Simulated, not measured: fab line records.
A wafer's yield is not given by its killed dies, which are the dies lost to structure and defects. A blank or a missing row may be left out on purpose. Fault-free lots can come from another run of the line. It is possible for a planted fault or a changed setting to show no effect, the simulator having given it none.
A struck lot beside a sound one :: flow ritCmos :: 22 steps out of a route of 202
Sound: these wafers, L496.2, L496.4, L496.5. The struck wafers were L485.2, L485.4, L485.6. The cause is named last.
At each step with rows: each side's tool, then ch and its chambers, then its first start. Under that, the readings that differ: sound wafers :: struck wafers :: difference of the means :: sigmas: that difference in standard deviations of wafers without a fault.
alike: words and numbers the same on both sides, and readings whose means are apart by under 2 such deviations; not compared: readings that were withheld, readings missing a value for some wafer, numbers with overlapping values and no deviation given by the record, and bounds like >300 which may hide the same value.
Wherever a step has rows on one side only, a row that says differs or no value, or a row with sigmas, the two part there. When numbers do not overlap yet have no deviation, they are printed without sigmas and do not part them. A reading missing from all wafers of one side parts the sides only when that side holds two or more wafers.

first, 2 steps without rows for these wafers: RIT_NSD_HARDBAKE_07 (time 60 s); RIT_NSD_IMPLANT_08.
RIT_NSD_STRIP_09: strips in O2, time 180 s.
  sound on plasmaAsher-01 ch 0,1, day 7 03:47; struck on plasmaAsher-01 ch 0, day 4 21:41
  alike: drypumpMotorCurrentA
  not compared: rfHoursCounterH
RIT_NSD_TW_MEAS_10:
  sound on filmMetro-03 at day 7 03:58; struck on filmMetro-03 at day 4 21:53
  alike: NSD_TW
then, 6 steps without rows for these wafers: RIT_PSD_HMDS_00 (prime time 60 s); RIT_PSD_COAT_01 (resist thk 1000 nm); RIT_PSD_SOFTBAKE_02 (time 60 s); RIT_PSD_EXPOSE_03 (exposes mask M10, target cd 40900 nm); RIT_PSD_PEB_04; RIT_PSD_DEVELOP_05 (develop time 50 s).
RIT_PSD_OVL_MEAS_06:
  sound on overlay-02 at day 7 04:52; struck on overlay-01 at day 4 22:47
  alike: PSD_OVL
then, 1 step without rows for these wafers: RIT_PSD_HARDBAKE_07 (time 60 s).
RIT_PSD_IMPLANT_08:
  sound on implanter-02 ch 0, day 7 05:04; struck on implanter-03 ch 0, day 4 22:59
reading: beamEnergyKeV
sound: 27.011 26.998 26.997
struck: 30.519 30.506 30.513
difference: +3.511
sigmas: +99 or more

reading: model.implant.rpNm (nm)
sound: 21.88 21.88 21.88
struck: 24.32 24.32 24.32
difference: +2.44
sigmas: 

reading: model.implant.drpNm (nm)
sound: 12.05 12.05 12.05
struck: 13.13 13.13 13.13
difference: +1.08
sigmas: 
  alike: beamOnS
RIT_PSD_STRIP_09: strips in O2, time 180 s.
  sound on plasmaAsher-02 ch 0,1, day 7 05:12; struck on plasmaAsher-02 ch 0,1, day 4 23:07
  alike: drypumpMotorCurrentA
  not compared: rfHoursCounterH
RIT_PSD_TW_MEAS_10:
  sound on filmMetro-04 at day 7 05:23; struck on filmMetro-03 at day 4 23:18
reading: PSD_TW
sound: 3396 3402 3394
struck: 3480 3486 3484
difference: +86
sigmas: +4
then, 3 steps without rows for these wafers: RIT_SDANNEAL_CLEAN_00 (cleans in SC1, time 600 s); RIT_SDANNEAL_CLEAN_01 (cleans in dHF, time 30 s); RIT_SDANNEAL_CLEAN_02 (cleans in SC2, time 600 s).
RIT_SDANNEAL_RTA_03: time 5 s.
  sound on rtpAnneal-02 ch 0, day 7 05:49; struck on rtpAnneal-01 ch 0, day 4 23:56
  alike: wafer_temp_C_max
RIT_SDANNEAL_RS_MEAS_04: the measuring method here is four-point-probe.
  sound on filmMetro-04 at day 7 05:53; struck on filmMetro-01 at day 5 00:00
reading: PSD_RS (ohm/sq)
sound: 116.0 116.2 116.4
struck: 109.2 109.2 109.2
difference: -7.0
sigmas: -21
RIT_SDANNEAL_RS_MEAS_05: the measuring method here is four-point-probe.
  sound on filmMetro-04 at day 7 06:01; struck on filmMetro-01 at day 5 00:07
  alike: NSD_RS
RIT_M1_PROBE_99:
  sound on prober-01 at day 7 13:36; struck on prober-02 at day 5 07:38
reading: model.etest.contactPplus.endOhmUm
sound: 43.48 44.23 43.81
struck: 39.53 41.06 40.06
difference: -3.62
sigmas: 

reading: model.etest.diodePplusNwell.bvV (V)
sound: 6.476 6.569 6.499
struck: 6.835 6.784 6.898
difference: +0.324
sigmas: 

reading: model.etest.vpnp.gain
sound: 1.023 1.046 1.023
struck: 1.189 1.149 1.191
difference: +0.146
sigmas: 

reading: model.etest.diodePplusNwell.cjFfUm2
sound: 1.754 1.698 1.744
struck: 1.619 1.631 1.61
difference: -0.112
sigmas: 

reading: model.etest.diodePplusComb.cjFfUm2
sound: 2.018 2.007 2.013
struck: 1.925 1.932 1.937
difference: -0.081
sigmas: 
  alike: killedAtFrontEnd, killedDies, killedOpen, killedShort

WHERE THEY PART
First at RIT_PSD_IMPLANT_08; last, within this record, at RIT_SDANNEAL_RS_MEAS_04. Later steps at which nothing parts them and some readings are alike: RIT_SDANNEAL_RS_MEAS_05, RIT_M1_PROBE_99.

WHY: the cause the simulator had injected
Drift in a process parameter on implanter-03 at RIT_PSD_IMPLANT_08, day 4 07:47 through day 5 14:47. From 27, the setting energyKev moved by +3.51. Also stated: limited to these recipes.
